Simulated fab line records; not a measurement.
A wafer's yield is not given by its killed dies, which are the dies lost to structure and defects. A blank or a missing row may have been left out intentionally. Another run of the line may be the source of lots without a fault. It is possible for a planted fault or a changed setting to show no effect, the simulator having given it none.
Problem report, 8D (eight disciplines) form, completed by code	flow berkeley_cmos170	the parts of the form that need people (team, actions taken, sign-off) are left out

== 1. WHAT WENT WRONG ==
Mean of wafer_temp_C_max at UCB170_SILICIDE_RTA_04: 722.6 across 9 wafers in 3 lots; on wafers with no fault it is 653.1 (standard deviation 0.82). That is +85 standard deviations from the usual mean.
The step: time 15 s.
First seen on wafer L547.2, day 10 08:20, on rtp_anneal-02. Wafers with a number at this step in the record: 15, from 5 lots. The rule behind "out" and "out of limits": a value lying over 4 standard deviations away from the usual mean. The other wafers with a number count as sound.

== 2. WHAT IT IS, AND WHAT IT ISN'T ==
question	is	is not
which readings at this step	wafer_temp_C_max, lamp_power_pct	-
which lots	L546, L547, L549	L535, L557
which wafers of those lots	all that have a number	-
read on which tools	rtp_anneal-02	rtp_anneal-01
when	from day 10 08:20	up to then (3 sound wafers); but 3 sound wafers of L557 came after

== 3. SUSPECTS, AND WHAT RULES EACH OUT ==
Counting: a tool at any process step up to the reading remains a suspect when it ran all the lots that are out and ran no sound lot after the first of those.
- rtp_anneal-02 at UCB170_SILICIDE_RTA_04 (time 15 s): kept. It processed each lot that is out, first L547 at day 10 08:20, and no sound lot thereafter; up to then, the last sound lot it processed was L535 at day 8 10:26. On those wafers its own readings are out: lamp_power_pct, wafer_temp_C_max.
Remaining after the count: rtp_anneal-02 at UCB170_SILICIDE_RTA_04.

== 4. THE CAUSE (what the simulator had put in) ==
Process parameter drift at UCB170_SILICIDE_RTA_04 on rtp_anneal-02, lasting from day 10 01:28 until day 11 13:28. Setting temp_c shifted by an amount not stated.
The count eliminated every tool but this one.

== 5. THE CHAIN OF EFFECTS, in route order ==
Each row: a reading whose mean over the struck wafers that have a number lies more than 3 standard deviations from the usual. Only readings for which the record gives a usual standard deviation are gone through. hours: the time from each lot's start at the first step in this table that gives one to its start at this step, as a median over the lots. sigmas: the change in usual standard deviations.
hours	step	reading	usual	on struck wafers	change	sigmas
0	UCB170_SILICIDE_RTA_04	lamp_power_pct	10.4 %	12.6	+2.2	+4.6
0	UCB170_SILICIDE_RTA_04	wafer_temp_C_max	653.1	722.6	+69.5	+85
It contains these process steps:
- UCB170_SILICIDE_RTA_04: time 15 s.

== 6. HOW IT WOULD HAVE BEEN CAUGHT EARLIER ==
The fault began at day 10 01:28; the first out-of-limits reading in this record came at day 10 08:20, 7 hours later.
